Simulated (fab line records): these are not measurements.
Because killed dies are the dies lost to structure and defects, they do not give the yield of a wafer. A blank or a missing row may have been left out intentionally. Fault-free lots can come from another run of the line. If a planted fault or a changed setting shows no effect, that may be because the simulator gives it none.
fab line records -- flow berkeleyCmos170
record lots=5, wafers=23
route steps=331 shown START@3 ZERO@7 NWELL@21 PWELL@49 WELLDRIVE@56 ACTIVE@68 FIELD@90 PVT@123 GATE@135
startH: the number of hours between the record's first day and the start of the first shown wafer of the lot -- waitH: hours since the lot's step before -- " as in the row above -- L1.1+2: a row that stands for several wafers -- - either no value or no given start -- * or withheld: withheld -- < > ~ a bound
route shown NAME@n: names a module that has steps shown in the file, with the first one's number in the route -- usual: the fault-free wafers' mean and standard deviation -- same: alike in all rows -- chamber/n: place in a boat -- sites: the reading at each site -- _std_site: standard deviation across them -- _edge_site: outer sites' mean less inner sites' -- radiusMm: for every site, how far away it sits from the centre of the wafer -- mask NAME#n: copy n -- behind: the last tool/chamber to shape the wafer -- hold: reason for holding the lot/hours on hold/outcome of the hold -- device: the n, p or np transistor that did not switch -- end of line: the route-end tests of the same wafers -- a step without rows: its recipe alone -- killed: not the wafer's yield, but the dies lost to structure and defects at the first sort -- map: shows each die of a wafer: x if killed, . if not, _ if none is there
set.NAME: the run value of the setting; set.NAME@STEP: its run value at that earlier step -- model.NAME: the simulator's own value behind a step, which no gauge read
one table per step and one row per wafer, for lots whose settings were changed on purpose
## steps
# step UCB170_START_OXIDATION_02
# recipe tempC=950, ambient=O2, targetThkA=200, oxTimeS=1800
lot.wafer,tool,chamber,startH,waitH,set.tempC,model.SiO2_of_START_OXIDATION_02.thkNm
L074.1,-,-,-,1.7,950,20.43
L074.2,-,-,-,1.7,950,19.8
L074.3,-,-,-,1.7,950,20.14
L074.4,-,-,-,1.7,950,19.99
L074.5,-,-,-,1.7,950,20.25
L076.1,furnace-04,0,22.44,2.3,950,20.24
L076.2,furnace-04,0,22.44,2.3,950,20.02
L076.6,furnace-04,0,22.44,2.3,950,20.15
L080.1,-,-,-,6.5,942.6,18.45
L080.2,-,-,-,6.5,942.6,18.63
L080.4,-,-,-,6.5,942.6,18.49
L080.5,-,-,-,6.5,942.6,18.6
L080.6,-,-,-,6.5,942.6,18.65
L082.2,-,-,-,15.4,925.1,15.19
L082.3+5,-,-,-,15.4,925.1,15.43
L082.4,-,-,-,15.4,925.1,15.13
L082.6,-,-,-,15.4,925.1,15.31
L085.1,-,-,-,0.4,969.2,24.34
L085.2,-,-,-,0.4,969.2,24.07
L085.4,-,-,-,0.4,969.2,24.68
L085.5,-,-,-,0.4,969.2,24.62
L085.6,-,-,-,0.4,969.2,24.35
# step UCB170_START_THK_MEAS_03
# recipe reads=SiO2_of_START_OXIDATION_02
# usual START_OXIDE_THK=20.19/0.26
lot.wafer,tool,chamber,startH,waitH,set.tempC@START_OXIDATION_02,START_OXIDE_THK[nm]
L074.1,filmMetro-04,-,-,-,950,20.45
L074.2,filmMetro-04,-,-,-,950,19.80
L074.3,filmMetro-04,-,-,-,950,20.12
L074.4,filmMetro-04,-,-,-,950,20.00
L074.5,filmMetro-04,-,-,-,950,20.22
L076.1,filmMetro-02,-,23.94,0.0,950,20.30
L076.2,filmMetro-02,-,23.94,0.0,950,20.05
L076.6,filmMetro-02,-,23.94,0.0,950,20.14
L080.1,filmMetro-01,-,-,-,942.6,18.44
L080.2,filmMetro-01,-,-,-,942.6,18.66
L080.4,filmMetro-01,-,-,-,942.6,18.53
L080.5,filmMetro-01,-,-,-,942.6,18.59
L080.6,filmMetro-01,-,-,-,942.6,18.61
L082.2,filmMetro-04,-,-,-,925.1,15.17
L082.3,filmMetro-04,-,-,-,925.1,15.43
L082.4,filmMetro-04,-,-,-,925.1,15.09
L082.5,filmMetro-04,-,-,-,925.1,15.43
L082.6,filmMetro-04,-,-,-,925.1,15.36
L085.1,filmMetro-02,-,-,-,969.2,24.35
L085.2,filmMetro-02,-,-,-,969.2,24.10
L085.4,filmMetro-02,-,-,-,969.2,24.67
L085.5,filmMetro-02,-,-,-,969.2,24.61
L085.6,filmMetro-02,-,-,-,969.2,24.33
# step UCB170_ZERO_COAT_01
# recipe resist=KrF, spinRpm=1500, resistThkNm=900
lot.wafer,tool,chamber,startH,waitH,set.spinRpm,model.KrF_of_ZERO_COAT_01.thkNm
L074.1,lithoTrack-01,0,15.37,0.1,1388,931.7
L074.2,lithoTrack-01,0,15.37,0.1,1500,895.8
L074.3,lithoTrack-01,0,15.37,0.1,1388,934.7
L074.4,lithoTrack-01,0,15.37,0.1,1500,894.9
L074.5,lithoTrack-01,0,15.37,0.1,1500,895.4
L076.1,lithoTrack-04,0,29.71,0.1,1500,898.6
L076.2,lithoTrack-04,0,29.71,0.1,1500,897.8
L076.6,lithoTrack-04,0,29.71,0.1,1500,895.9
L080.1,lithoTrack-01,0,65.71,0.1,1500,900.9
L080.2,lithoTrack-01,0,65.71,0.1,1430,921.9
L080.4,lithoTrack-01,0,65.71,0.1,1500,901.5
L080.5,lithoTrack-01,0,65.71,0.1,1430,923
L080.6,lithoTrack-01,0,65.71,0.1,1430,922
L082.2,lithoTrack-04,0,72.02,0.1,1594,872.4
L082.3,lithoTrack-04,0,72.02,0.1,1594,874.8
L082.4,lithoTrack-04,0,72.02,0.1,1500,901.8
L082.5,lithoTrack-04,0,72.02,0.1,1594,869.9
L082.6,lithoTrack-04,0,72.02,0.1,1500,902.1
L085.1,lithoTrack-01,0,72.20,0.1,1570,883.2
L085.2,lithoTrack-01,0,72.20,0.1,1570,887.9
L085.4,lithoTrack-01,0,72.20,0.1,1500,904.8
L085.5,lithoTrack-01,0,72.20,0.1,1570,883.1
L085.6,lithoTrack-01,0,72.20,0.1,1500,905.8
# step UCB170_ZERO_SOFTBAKE_02
# recipe resist=KrF, tempC=130, timeS=60
# step UCB170_ZERO_EXPOSE_03
# recipe maskId=PM_MARKS, na=0.5, sigmaOuter=0.6, sourceShape=conventional, targetCdNm=4000, doseMj=30
# step UCB170_ZERO_DEVELOP_05
# recipe developer=TMAH, developTimeS=45, resist=KrF, devTempC=21
# step UCB170_ZERO_ETCH_06
# recipe chemistry=CHF3/CF4/Ar, target=SiO2, timeS=12, pressureMtorr=100, rfW=500, CHF3_flow_sccm=50, cf4FlowSccm=10, Ar_flow_sccm=120, overEtchFrac=1.58
# step UCB170_ZERO_STRIP_07
# recipe chemistry=O2, powerW=400, pressureMtorr=3500, platenTempC=withheld, o2FlowSccm=400, overashFraction=0.5
# usual stripTimeToEndpointS=21.45/0.081
lot.wafer,tool,chamber,startH,waitH,set.spinRpm@ZERO_COAT_01,stripTimeToEndpointS
L074.1,plasmaAsher-02,0,16.69,0.0,1388,22.22
L074.2,plasmaAsher-02,1,16.69,0.0,1500,21.37
L074.3,plasmaAsher-02,0,16.69,0.0,1388,22.32
L074.4,plasmaAsher-02,1,16.69,0.0,1500,21.33
L074.5,plasmaAsher-02,0,16.69,0.0,1500,21.37
L076.1,plasmaAsher-03,1,31.48,0.0,1500,21.44
L076.2,plasmaAsher-03,0,31.48,0.0,1500,21.42
L076.6,plasmaAsher-03,0,31.48,0.0,1500,21.37
L080.1,plasmaAsher-02,0,66.66,0.0,1500,21.49
L080.2,plasmaAsher-02,1,66.66,0.0,1430,21.99
L080.4,plasmaAsher-02,0,66.66,0.0,1500,21.50
L080.5,plasmaAsher-02,1,66.66,0.0,1430,22.03
L080.6,plasmaAsher-02,0,66.66,0.0,1430,22.01
L082.2,plasmaAsher-02,0,72.91,0.0,1594,20.83
L082.3,plasmaAsher-02,0,72.91,0.0,1594,20.85
L082.4,plasmaAsher-02,1,72.91,0.0,1500,21.52
L082.5,plasmaAsher-02,1,72.91,0.0,1594,20.75
L082.6,plasmaAsher-02,0,72.91,0.0,1500,21.53
L085.1,plasmaAsher-04,0,73.08,0.0,1570,21.08
L085.2,plasmaAsher-04,1,73.08,0.0,1570,21.19
L085.4,plasmaAsher-04,1,73.08,0.0,1500,21.63
L085.5,plasmaAsher-04,0,73.08,0.0,1570,21.08
L085.6,plasmaAsher-04,1,73.08,0.0,1500,21.60
# step UCB170_NWELL_COAT_07
# recipe resist=KrF, spinRpm=1500, resistThkNm=900
lot.wafer,tool,chamber,startH,waitH,set.resistThkNm,model.KrF_of_NWELL_COAT_07.thkNm
L074.1,lithoTrack-02,0,35.97,0.1,900,898.4
L074.2,lithoTrack-02,0,35.97,0.1,900,897.7
L074.3,lithoTrack-02,0,35.97,0.1,900,898.7
L074.4,lithoTrack-02,0,35.97,0.1,900,899
L074.5,lithoTrack-02,0,35.97,0.1,900,898.9
L076.1,lithoTrack-02,0,58.07,0.1,900,895.4
L076.2,lithoTrack-02,0,58.07,0.1,900,896.3
L076.6,lithoTrack-02,0,58.07,0.1,900,901.2
L080.1,lithoTrack-01,0,84.62,0.1,854.7,855.7
L080.2,lithoTrack-01,0,84.62,0.1,854.7,857.2
L080.4,lithoTrack-01,0,84.62,0.1,900,899.6
L080.5,lithoTrack-01,0,84.62,0.1,900,902.2
L080.6,lithoTrack-01,0,84.62,0.1,900,898.9
L085.1,lithoTrack-03,0,85.01,0.1,900,904.1
L085.2,lithoTrack-03,0,85.01,0.1,900,901.2
L085.4,lithoTrack-03,0,85.01,0.1,900,900
L085.5,lithoTrack-03,0,85.01,0.1,900,901.5
L085.6,lithoTrack-03,0,85.01,0.1,900,902.1
L082.2,lithoTrack-01,0,85.10,0.1,941.3,944
L082.3,lithoTrack-01,0,85.10,0.1,900,897.7
L082.4,lithoTrack-01,0,85.10,0.1,900,901.8
L082.5,lithoTrack-01,0,85.10,0.1,941.3,938.4
L082.6,lithoTrack-01,0,85.10,0.1,900,900.2
# step UCB170_NWELL_ETCH_13
# recipe chemistry=CH3F/Ar/O2, target=Si3N4, stopOn=SiO2, CH3F_flow_sccm=20, Ar_flow_sccm=50, O2_flow_sccm=7, pressureMtorr=50, rfW=450, targetDepthA=2464, overEtchFrac=0.1, timeS=154
lot.wafer,tool,chamber,startH,waitH,set.rfW,set.resistThkNm@NWELL_COAT_07,model.KrF_of_NWELL_COAT_07.thkNm
L074.1,rieDiel-02,3,37.01,0.0,483,900,707.7
L074.2,rieDiel-02,1,37.01,0.0,450,900,710.9
L074.3,rieDiel-02,2,37.01,0.0,450,900,721.7
L074.4,rieDiel-02,0,37.01,0.0,483,900,710.4
L074.5,rieDiel-02,0,37.01,0.0,483,900,710.6
L076.1,rieDiel-02,3,58.79,0.0,450,900,713.1
L076.2,rieDiel-02,2,58.79,0.0,450,900,719.3
L076.6,rieDiel-02,1,58.79,0.0,450,900,717.7
L080.1,rieDiel-01,3,85.96,0.0,450,854.7,680.4
L080.2,rieDiel-01,2,85.96,0.0,403.4,854.7,690.7
L080.4,rieDiel-01,0,85.96,0.0,403.4,900,729.5
L080.5,rieDiel-01,1,85.96,0.0,450,900,719.9
L080.6,rieDiel-01,0,85.96,0.0,450,900,720.1
L085.1,rieDiel-03,1,86.23,0.0,464.1,900,725.2
L085.2,rieDiel-03,3,86.23,0.0,450,900,723.3
L085.4,rieDiel-03,0,86.23,0.0,464.1,900,712.9
L085.5,rieDiel-03,0,86.23,0.0,464.1,900,714.2
L085.6,rieDiel-03,1,86.23,0.0,450,900,726.4
L082.2,rieDiel-01,0,86.35,0.0,450,941.3,765.5
L082.3,rieDiel-01,2,86.35,0.0,450,900,721.6
L082.4,rieDiel-01,3,86.35,0.0,450,900,726.5
L082.5,rieDiel-01,0,86.35,0.0,450,941.3,759.4
L082.6,rieDiel-01,1,86.35,0.0,450,900,719.8
# step UCB170_NWELL_IMPLANT_14
# recipe species=P, doseCm2=1e+13, energyKev=150, tiltDeg=7
# step UCB170_NWELL_STRIP_15
# recipe chemistry=O2, powerW=400, pressureMtorr=3500, platenTempC=withheld, o2FlowSccm=400, overashFraction=0.5
# usual stripTimeToEndpointS=17.97/0.11
lot.wafer,tool,chamber,startH,waitH,set.resistThkNm@NWELL_COAT_07,stripTimeToEndpointS
L074.1,plasmaAsher-04,1,37.26,0.1,900,17.68
L074.2,plasmaAsher-04,0,37.26,0.1,900,17.75
L074.3,plasmaAsher-04,1,37.26,0.1,900,18.01
L074.4,plasmaAsher-04,0,37.26,0.1,900,17.75
L074.5,plasmaAsher-04,1,37.26,0.1,900,17.74
L076.1,plasmaAsher-01,1,59.05,0.1,900,17.79
L076.2,plasmaAsher-01,0,59.05,0.1,900,17.97
L076.6,plasmaAsher-01,0,59.05,0.1,900,17.93
L080.1,plasmaAsher-01,1,86.21,0.1,854.7,17.03
L080.2,plasmaAsher-01,0,86.21,0.1,854.7,17.26
L080.4,plasmaAsher-01,0,86.21,0.1,900,18.21
L080.5,plasmaAsher-01,0,86.21,0.1,900,17.97
L080.6,plasmaAsher-01,1,86.21,0.1,900,17.98
L085.1,plasmaAsher-03,1,86.48,0.1,900,18.10
L085.2,plasmaAsher-03,0,86.48,0.1,900,18.06
L085.4,plasmaAsher-03,0,86.48,0.1,900,17.80
L085.5,plasmaAsher-03,1,86.48,0.1,900,17.83
L085.6,plasmaAsher-03,0,86.48,0.1,900,18.14
L082.2,plasmaAsher-01,0,86.60,0.1,941.3,19.06
L082.3,plasmaAsher-01,1,86.60,0.1,900,18.02
L082.4,plasmaAsher-01,0,86.60,0.1,900,18.12
L082.5,plasmaAsher-01,0,86.60,0.1,941.3,18.92
L082.6,plasmaAsher-01,1,86.60,0.1,900,17.98
# step UCB170_PWELL_IMPLANT_15
# recipe species=B, doseCm2=5e+12, energyKev=60, tiltDeg=7
lot.wafer,tool,chamber,startH,waitH,set.energyKev,model.implant.rpNm,model.implant.drpNm
L074.1+3+4,implanter-03,0,63.31,0.1,57.73,180.6,63.38
L074.2+5,implanter-03,0,63.31,0.1,60,187.1,64.7
L076.1+2+6,implanter-02,0,84.36,0.1,60,190.9,64.7
L082.2+3+6,implanter-02,0,109.81,0.1,57.03,183.7,62.97
L082.4+5,implanter-02,0,109.81,0.1,60,192.5,64.7
L080.1+2+6,implanter-04,0,109.92,0.1,60,186.2,64.7
L080.4+5,implanter-04,0,109.92,0.1,57.28,178.5,63.12
L085.1+2+4+5+6,implanter-03,0,110.06,0.1,60,187.4,64.7
# step UCB170_WELLDRIVE_OXIDATION_01
# recipe tempC=1100, ambient=O2, targetThkA=1990, oxTimeS=9000
lot.wafer,tool,chamber,startH,waitH,set.oxTimeS,model.SiO2_of_WELLDRIVE_OXIDATION_01.thkNm
L074.1,-,-,-,5.2,8548,195.9
L074.2,-,-,-,5.2,8548,197.6
L074.3,-,-,-,5.2,8548,193.4
L074.4,-,-,-,5.2,8548,195.6
L074.5,-,-,-,5.2,8548,194.8
L076.1,furnace-02,0,95.38,2.2,9000,196.7
L076.2+6,furnace-02,0,95.38,2.2,9000,198.8
L080.1,-,-,-,5.8,8616,191
L080.2,-,-,-,5.8,8616,188.9
L080.4,-,-,-,5.8,8616,194.1
L080.5,-,-,-,5.8,8616,189
L080.6,-,-,-,5.8,8616,192.6
L082.2,-,-,-,5.8,7675,185.9
L082.3,-,-,-,5.8,7675,186.5
L082.4,-,-,-,5.8,7675,184.2
L082.5,-,-,-,5.8,7675,184
L082.6,-,-,-,5.8,7675,186.1
L085.1,-,-,-,5.7,8519,195.2
L085.2,-,-,-,5.7,8519,191.7
L085.4,-,-,-,5.7,8519,192.4
L085.5,-,-,-,5.7,8519,193.7
L085.6,-,-,-,5.7,8519,192.7
# step UCB170_ACTIVE_COAT_08
# recipe resist=KrF, spinRpm=1500, resistThkNm=900
lot.wafer,tool,chamber,startH,waitH,set.resistThkNm,model.KrF_of_ACTIVE_COAT_08.thkNm
L074.1,lithoTrack-03,0,97.18,0.1,877.2,878.5
L074.2,lithoTrack-03,0,97.18,0.1,877.2,879
L074.3,lithoTrack-03,0,97.18,0.1,900,899.9
L074.4,lithoTrack-03,0,97.18,0.1,877.2,874.7
L074.5,lithoTrack-03,0,97.18,0.1,900,900.2
L076.1,lithoTrack-02,0,121.24,0.1,900,899.8
L076.2,lithoTrack-02,0,121.24,0.1,900,900.6
L076.6,lithoTrack-02,0,121.24,0.1,900,899.9
L082.2,lithoTrack-02,0,152.39,0.1,900,897.4
L082.3,lithoTrack-02,0,152.39,0.1,900,897.9
L082.4,lithoTrack-02,0,152.39,0.1,900,896.6
L082.5,lithoTrack-02,0,152.39,0.1,900,895.9
L082.6,lithoTrack-02,0,152.39,0.1,900,894.3
L085.1,lithoTrack-03,0,152.75,0.1,921.8,925.1
L085.2,lithoTrack-03,0,152.75,0.1,921.8,923.7
L085.4,lithoTrack-03,0,152.75,0.1,921.8,923.4
L085.5,lithoTrack-03,0,152.75,0.1,900,902.1
L085.6,lithoTrack-03,0,152.75,0.1,900,899.9
L080.1,lithoTrack-04,0,152.98,0.1,919.7,921.3
L080.2,lithoTrack-04,0,152.98,0.1,900,901
L080.4,lithoTrack-04,0,152.98,0.1,919.7,924.6
L080.5,lithoTrack-04,0,152.98,0.1,900,899.5
L080.6,lithoTrack-04,0,152.98,0.1,919.7,922.1
# step UCB170_ACTIVE_SOFTBAKE_09
# recipe resist=KrF, tempC=130, timeS=60
# step UCB170_ACTIVE_EXPOSE_10
# recipe maskId=ACTIVE, targetCdNm=1200, na=0.5, sigmaOuter=0.6, sourceShape=conventional, doseMj=20
# step UCB170_ACTIVE_ETCH_15
# recipe chemistry=CH3F/Ar/O2, target=Si3N4, stopOn=SiO2, CH3F_flow_sccm=20, Ar_flow_sccm=50, O2_flow_sccm=7, pressureMtorr=50, rfW=450, targetDepthA=2420, overEtchFrac=0.1, timeS=151
lot.wafer,tool,chamber,startH,waitH,set.resistThkNm@ACTIVE_COAT_08,model.KrF_of_ACTIVE_COAT_08.thkNm
L074.1,rieDiel-01,2,98.30,0.0,877.2,704.1
L074.2,rieDiel-01,0,98.30,0.0,877.2,703.5
L074.3,rieDiel-01,3,98.30,0.0,900,728.9
L074.4,rieDiel-01,1,98.30,0.0,877.2,694.9
L074.5,rieDiel-01,1,98.30,0.0,900,722
L076.1,rieDiel-01,1,122.22,0.0,900,724
L076.2,rieDiel-01,3,122.22,0.0,900,730
L076.6,rieDiel-01,3,122.22,0.0,900,729.2
L082.2,rieDiel-04,2,153.83,0.0,900,716.7
L082.3,rieDiel-04,0,153.83,0.0,900,730.7
L082.4+5,rieDiel-04,"3,2",153.83,0.0,900,717.1
L082.6,rieDiel-04,3,153.83,0.0,900,717.2
L085.1,rieDiel-04,0,154.40,0.0,921.8,756.3
L085.2,rieDiel-04,3,154.40,0.0,921.8,744.3
L085.4,rieDiel-04,2,154.40,0.0,921.8,742
L085.5,rieDiel-04,2,154.40,0.0,900,720.2
L085.6,rieDiel-04,1,154.40,0.0,900,717.9
L080.1,rieDiel-02,1,154.64,0.0,919.7,740.8
L080.2,rieDiel-02,3,154.64,0.0,900,719
L080.4,rieDiel-02,2,154.64,0.0,919.7,752.3
L080.5,rieDiel-02,0,154.64,0.0,900,720.8
L080.6,rieDiel-02,1,154.64,0.0,919.7,742.4
# step UCB170_ACTIVE_STRIP_16
# recipe chemistry=O2, powerW=400, pressureMtorr=3500, platenTempC=withheld, o2FlowSccm=400, overashFraction=0.5
# usual stripTimeToEndpointS=18.09/0.11
lot.wafer,tool,chamber,startH,waitH,set.resistThkNm@ACTIVE_COAT_08,stripTimeToEndpointS
L074.1,plasmaAsher-04,0,98.40,0.1,877.2,17.60
L074.2,plasmaAsher-04,1,98.40,0.1,877.2,17.59
L074.3,plasmaAsher-04,1,98.40,0.1,900,18.20
L074.4,plasmaAsher-04,0,98.40,0.1,877.2,17.36
L074.5,plasmaAsher-04,1,98.40,0.1,900,18.02
L076.1,plasmaAsher-01,0,122.32,0.1,900,18.06
L076.2,plasmaAsher-01,1,122.32,0.1,900,18.23
L076.6,plasmaAsher-01,0,122.32,0.1,900,18.20
L082.2,plasmaAsher-04,0,153.93,0.1,900,17.89
L082.3,plasmaAsher-04,1,153.93,0.1,900,18.24
L082.4,plasmaAsher-04,0,153.93,0.1,900,17.90
L082.5,plasmaAsher-04,0,153.93,0.1,900,17.90
L082.6,plasmaAsher-04,1,153.93,0.1,900,17.92
L085.1,plasmaAsher-02,1,154.50,0.1,921.8,18.85
L085.2,plasmaAsher-02,0,154.50,0.1,921.8,18.54
L085.4,plasmaAsher-02,1,154.50,0.1,921.8,18.51
L085.5,plasmaAsher-02,1,154.50,0.1,900,17.97
L085.6,plasmaAsher-02,0,154.50,0.1,900,17.92
L080.1,plasmaAsher-01,1,154.74,0.1,919.7,18.48
L080.2,plasmaAsher-01,0,154.74,0.1,900,17.96
L080.4,plasmaAsher-01,0,154.74,0.1,919.7,18.77
L080.5,plasmaAsher-01,1,154.74,0.1,900,18.01
L080.6,plasmaAsher-01,0,154.74,0.1,919.7,18.53
# step UCB170_FIELD_OXIDATION_01
# recipe tempC=1000, ambient=H2O, pH2oTorr=584.62, targetThkA=5583, oxTimeS=7200
lot.wafer,tool,chamber,startH,waitH,set.tempC,model.SiO2_of_FIELD_OXIDATION_01.thkNm
L074.1,-,-,-,6.6,1000,563.2
L074.2,-,-,-,6.6,1000,553.1
L074.3,-,-,-,6.6,1000,557
L074.4,-,-,-,6.6,1000,556.7
L074.5,-,-,-,6.6,1000,557.1
L076.1,furnace-02,0,130.45,6.5,1000,562.8
L076.2,furnace-02,0,130.45,6.5,1000,548.6
L076.6,furnace-02,0,130.45,6.5,1000,562.2
L080.1,-,-,-,5.0,1000,550
L080.2,-,-,-,5.0,1000,553.8
L080.4,-,-,-,5.0,1000,553.5
L080.5,-,-,-,5.0,1000,570.4
L080.6,-,-,-,5.0,1000,555.2
L082.2,-,-,-,5.9,1000,553.7
L082.3,-,-,-,5.9,1000,561.9
L082.4,-,-,-,5.9,1000,560.7
L082.5,-,-,-,5.9,1000,561.8
L082.6,-,-,-,5.9,1000,559.9
L085.1,-,-,-,4.7,1011,593.3
L085.2,-,-,-,4.7,1011,604
L085.4,-,-,-,4.7,1011,599.8
L085.5,-,-,-,4.7,1011,601.8
L085.6,-,-,-,4.7,1011,592.5
# step UCB170_FIELD_THK_MEAS_02
# recipe reads=SiO2_of_FIELD_OXIDATION_01
# usual FIELD_OXIDE_THK=561/7.7
lot.wafer,tool,chamber,startH,waitH,set.tempC@FIELD_OXIDATION_01,FIELD_OXIDE_THK[nm]
L074.1,filmMetro-02,-,-,-,1000,563
L074.2,filmMetro-02,-,-,-,1000,553
L074.3,filmMetro-02,-,-,-,1000,557
L074.4,filmMetro-02,-,-,-,1000,557
L074.5,filmMetro-02,-,-,-,1000,558
L076.1,filmMetro-02,-,133.45,0.0,1000,563
L076.2,filmMetro-02,-,133.45,0.0,1000,549
L076.6,filmMetro-02,-,133.45,0.0,1000,562
L082.2,filmMetro-02,-,-,-,1000,554
L082.3,filmMetro-02,-,-,-,1000,562
L082.4,filmMetro-02,-,-,-,1000,561
L082.5,filmMetro-02,-,-,-,1000,561
L082.6,filmMetro-02,-,-,-,1000,560
L080.1,filmMetro-02,-,-,-,1000,550
L080.2,filmMetro-02,-,-,-,1000,554
L080.4,filmMetro-02,-,-,-,1000,554
L080.5,filmMetro-02,-,-,-,1000,570
L080.6,filmMetro-02,-,-,-,1000,555
L085.1,filmMetro-04,-,-,-,1011,593
L085.2,filmMetro-04,-,-,-,1011,604
L085.4,filmMetro-04,-,-,-,1011,599
L085.5,filmMetro-04,-,-,-,1011,602
L085.6,filmMetro-04,-,-,-,1011,592
# step UCB170_PVT_STRIP_08
# recipe chemistry=O2, powerW=400, pressureMtorr=3500, platenTempC=withheld, o2FlowSccm=400, overashFraction=0.5
# usual stripTimeToEndpointS=21.62/0.072
lot.wafer,tool,chamber,startH,waitH,set.o2FlowSccm,stripTimeToEndpointS
L074.1,plasmaAsher-01,1,144.98,0.1,437.2,21.36
L074.2,plasmaAsher-01,0,144.98,0.1,437.2,21.35
L074.3,plasmaAsher-01,0,144.98,0.1,437.2,21.35
L074.4,plasmaAsher-01,1,144.98,0.1,400,21.64
L074.5,plasmaAsher-01,0,144.98,0.1,400,21.63
L076.1,plasmaAsher-01,1,171.90,0.1,400,21.66
L076.2,plasmaAsher-01,0,171.90,0.1,400,21.74
L076.6,plasmaAsher-01,0,171.90,0.1,400,21.73
L082.2,plasmaAsher-03,0,210.55,0.1,379.5,21.88
L082.3,plasmaAsher-03,0,210.55,0.1,379.5,21.86
L082.4,plasmaAsher-03,1,210.55,0.1,400,21.66
L082.5,plasmaAsher-03,1,210.55,0.1,400,21.74
L082.6,plasmaAsher-03,0,210.55,0.1,400,21.60
L085.1,plasmaAsher-01,1,210.83,0.1,400,21.65
L085.2,plasmaAsher-01,0,210.83,0.1,400,21.60
L085.4,plasmaAsher-01,0,210.83,0.1,442.2,21.31
L085.5,plasmaAsher-01,1,210.83,0.1,442.2,21.27
L085.6,plasmaAsher-01,0,210.83,0.1,400,21.67
L080.1,plasmaAsher-03,1,211.19,0.1,400,21.61
L080.2,plasmaAsher-03,0,211.19,0.1,400,21.53
L080.4,plasmaAsher-03,1,211.19,0.1,400,21.59
L080.5,plasmaAsher-03,0,211.19,0.1,400,21.53
L080.6,plasmaAsher-03,1,211.19,0.1,400,21.60
# step UCB170_GATE_EXPOSE_09
# recipe maskId=POLY, targetCdNm=350, na=0.5, sigmaOuter=0.6, sourceShape=conventional, doseMj=21
lot.wafer,tool,chamber,startH,waitH,mask,set.doseMj
L074.1+4+5,krfScanner-02,0,163.27,-,POLY#0,21
L074.2+3,krfScanner-02,0,163.27,-,POLY#0,22.44
L076.1+2+6,krfScanner-01,0,190.04,-,POLY#0,21
L080.1+2+4,krfScanner-01,0,225.51,-,POLY#0,22.45
L080.5+6,krfScanner-01,0,225.51,-,POLY#0,21
L082.2+3+4+5+6,krfScanner-01,0,225.65,-,POLY#0,21
L085.1+2,krfScanner-01,0,225.74,-,POLY#0,21.8
L085.4+5+6,krfScanner-01,0,225.74,-,POLY#0,21
# step UCB170_GATE_PEB_10
# recipe pebTempC=130, pebTimeS=withheld, resist=KrF
# step UCB170_GATE_DEVELOP_11
# recipe developer=TMAH, developTimeS=45, resist=KrF, devTempC=21
# step UCB170_GATE_CD_MEAS_12
# recipe targetCdNm=350
# usual cdNm=350.3/1.2
lot.wafer,tool,chamber,startH,waitH,set.doseMj@GATE_EXPOSE_09,cdNm
L074.1,cdSem-02,-,163.66,-,21,351.4
L074.2,cdSem-02,-,163.66,-,22.44,338.8
L074.3,cdSem-02,-,163.66,-,22.44,340.6
L074.4,cdSem-02,-,163.66,-,21,351.1
L074.5,cdSem-02,-,163.66,-,21,351.7
L076.1,cdSem-02,-,190.43,-,21,349.8
L076.2,cdSem-02,-,190.43,-,21,349.7
L076.6,cdSem-02,-,190.43,-,21,351.6
L080.1,cdSem-01,-,226.15,-,22.45,337.6
L080.2,cdSem-01,-,226.15,-,22.45,338.7
L080.4,cdSem-01,-,226.15,-,22.45,338.5
L080.5,cdSem-01,-,226.15,-,21,349.3
L080.6,cdSem-01,-,226.15,-,21,350.0
L082.2,cdSem-01,-,226.29,-,21,350.1
L082.3,cdSem-01,-,226.29,-,21,347.7
L082.4,cdSem-01,-,226.29,-,21,350.3
L082.5,cdSem-01,-,226.29,-,21,350.3
L082.6,cdSem-01,-,226.29,-,21,349.3
L085.1,cdSem-02,-,226.39,-,21.8,344.4
L085.2,cdSem-02,-,226.39,-,21.8,344.8
L085.4,cdSem-02,-,226.39,-,21,349.9
L085.5,cdSem-02,-,226.39,-,21,350.6
L085.6,cdSem-02,-,226.39,-,21,349.2
## key
split step=UCB170_START_OXIDATION_02, setting=tempC, stated=950, by=lot
response step=UCB170_START_OXIDATION_02, reading=model.SiO2_of_START_OXIDATION_02.thkNm, change=+1.96, per=1%, r=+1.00
response step=UCB170_START_THK_MEAS_03, reading=START_OXIDE_THK, change=+1.97, per=1%, r=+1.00
split step=UCB170_ZERO_COAT_01, setting=spinRpm, stated=1500, by=wafer
response step=UCB170_ZERO_COAT_01, reading=model.KrF_of_ZERO_COAT_01.thkNm, change=-4.78, per=1%, r=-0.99
response step=UCB170_ZERO_STRIP_07, reading=stripTimeToEndpointS, change=*, per=1%, r=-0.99
split step=UCB170_NWELL_COAT_07, setting=resistThkNm, stated=900, by=wafer
response step=UCB170_NWELL_COAT_07, reading=model.KrF_of_NWELL_COAT_07.thkNm, change=+8.83, per=1%, r=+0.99
response step=UCB170_NWELL_ETCH_13, reading=model.KrF_of_NWELL_COAT_07.thkNm, change=+8.02, per=1%, r=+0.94
response step=UCB170_NWELL_STRIP_15, reading=stripTimeToEndpointS, change=*, per=1%, r=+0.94
split step=UCB170_NWELL_ETCH_13, setting=rfW, stated=450, by=wafer
response none clear
split step=UCB170_PWELL_IMPLANT_15, setting=energyKev, stated=60, by=wafer
response step=UCB170_PWELL_IMPLANT_15, reading=model.implant.rpNm, change=+1.74, per=1%, r=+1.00
response step=UCB170_PWELL_IMPLANT_15, reading=model.implant.drpNm, change=+0.349, per=1%, r=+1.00
split step=UCB170_WELLDRIVE_OXIDATION_01, setting=oxTimeS, stated=9000, by=lot
response step=UCB170_WELLDRIVE_OXIDATION_01, reading=model.SiO2_of_WELLDRIVE_OXIDATION_01.thkNm, change=+0.818, per=1%, r=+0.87
split step=UCB170_ACTIVE_COAT_08, setting=resistThkNm, stated=900, by=wafer
response step=UCB170_ACTIVE_COAT_08, reading=model.KrF_of_ACTIVE_COAT_08.thkNm, change=+9.53, per=1%, r=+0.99
response step=UCB170_ACTIVE_ETCH_15, reading=model.KrF_of_ACTIVE_COAT_08.thkNm, change=+10.9, per=1%, r=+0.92
response step=UCB170_ACTIVE_STRIP_16, reading=stripTimeToEndpointS, change=*, per=1%, r=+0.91
split step=UCB170_FIELD_OXIDATION_01, setting=tempC, stated=1000, by=lot
response step=UCB170_FIELD_OXIDATION_01, reading=model.SiO2_of_FIELD_OXIDATION_01.thkNm, change=+36.7, per=1%, r=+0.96
response step=UCB170_FIELD_THK_MEAS_02, reading=FIELD_OXIDE_THK, change=+36.5, per=1%, r=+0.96
split step=UCB170_PVT_STRIP_08, setting=o2FlowSccm, stated=400, by=wafer
response step=UCB170_PVT_STRIP_08, reading=stripTimeToEndpointS, change=*, per=1%, r=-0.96
split step=UCB170_GATE_EXPOSE_09, setting=doseMj, stated=21, by=wafer
response step=UCB170_GATE_CD_MEAS_12, reading=cdNm, change=-1.64, per=1%, r=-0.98
